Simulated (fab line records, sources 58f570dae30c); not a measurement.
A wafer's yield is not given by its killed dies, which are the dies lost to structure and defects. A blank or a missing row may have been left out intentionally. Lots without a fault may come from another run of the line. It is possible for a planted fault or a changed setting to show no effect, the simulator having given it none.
Which tool is to blame? | flow berkeleyCmos170 | 7 lots, 21 wafers sampled, at 2 steps of a route of 331

## WHAT EACH GAUGE READ, for each wafer
UCB170_NWELL_TW_MEAS_16.
lot  | measured    | on           | NWELL_TW
L635 | day 3 00:05 | filmMetro-03 | 1257 1258 1260
L640 | day 4 05:20 | filmMetro-01 | 1247 1249 1248
L642 | day 4 11:14 | filmMetro-01 | 1355 1357 1354
L646 | day 5 05:28 | filmMetro-03 | 1252 1255 1261
L648 | day 5 05:47 | filmMetro-01 | 1257 1248 1254
L650 | day 6 02:04 | filmMetro-01 | 1246 1250 1250
L653 | day 6 16:26 | filmMetro-03 | 1259 1265 1259

## WHAT TOOL EACH LOT RAN ON (gives the tool, then ch and the chambers of the sampled wafers, and finally the start)
lot  | UCB170_NWELL_IMPLANT_14
L635 | implanter-01 ch 0, day 2 23:52
L640 | implanter-02 ch 0, day 4 05:05
L642 | implanter-04 ch 0, day 4 11:01
L646 | implanter-02 ch 0, day 5 05:14
L648 | implanter-01 ch 0, day 5 05:33
L650 | implanter-02 ch 0, day 6 01:49
L653 | implanter-02 ch 0, day 6 16:12
- UCB170_NWELL_IMPLANT_14

## THE ANSWER, worked out from the rows above alone
Rule: the lots themselves supply what counts as usual. The widest of any qualifying gaps counts: lots, ordered by their means at a reading, are off when they make up no more than a third of the lots, leave a main group of 4 or more, and stand apart from it by 3 or more times the standard deviation of that group's means. Not used: any main group whose means are identical at the precision the tables above print for the reading. A lot without any number at a reading at which 4 lots or more have one is off too. The other lots that the step has rows for count as sound.
Off: L642, seen at UCB170_NWELL_TW_MEAS_16 (NWELL_TW). The main group has a mean of 1254 with a standard deviation of 4.8.
If a tool, at a process step before that reading, ran all the lots that are off and no sound lot after the first of them, it fits. Those tools and the gauges at UCB170_NWELL_TW_MEAS_16 are tried in the same way. One fits: implanter-04 at UCB170_NWELL_IMPLANT_14. It ran no sound lot before its first lot that is off in this sample, so the start can't be narrowed down.

## WHAT THE SIMULATOR PUT IN
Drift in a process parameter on implanter-04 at UCB170_NWELL_IMPLANT_14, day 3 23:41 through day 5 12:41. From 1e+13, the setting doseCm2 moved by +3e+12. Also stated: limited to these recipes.
Lots struck among those shown: L642. The rule above found the same.
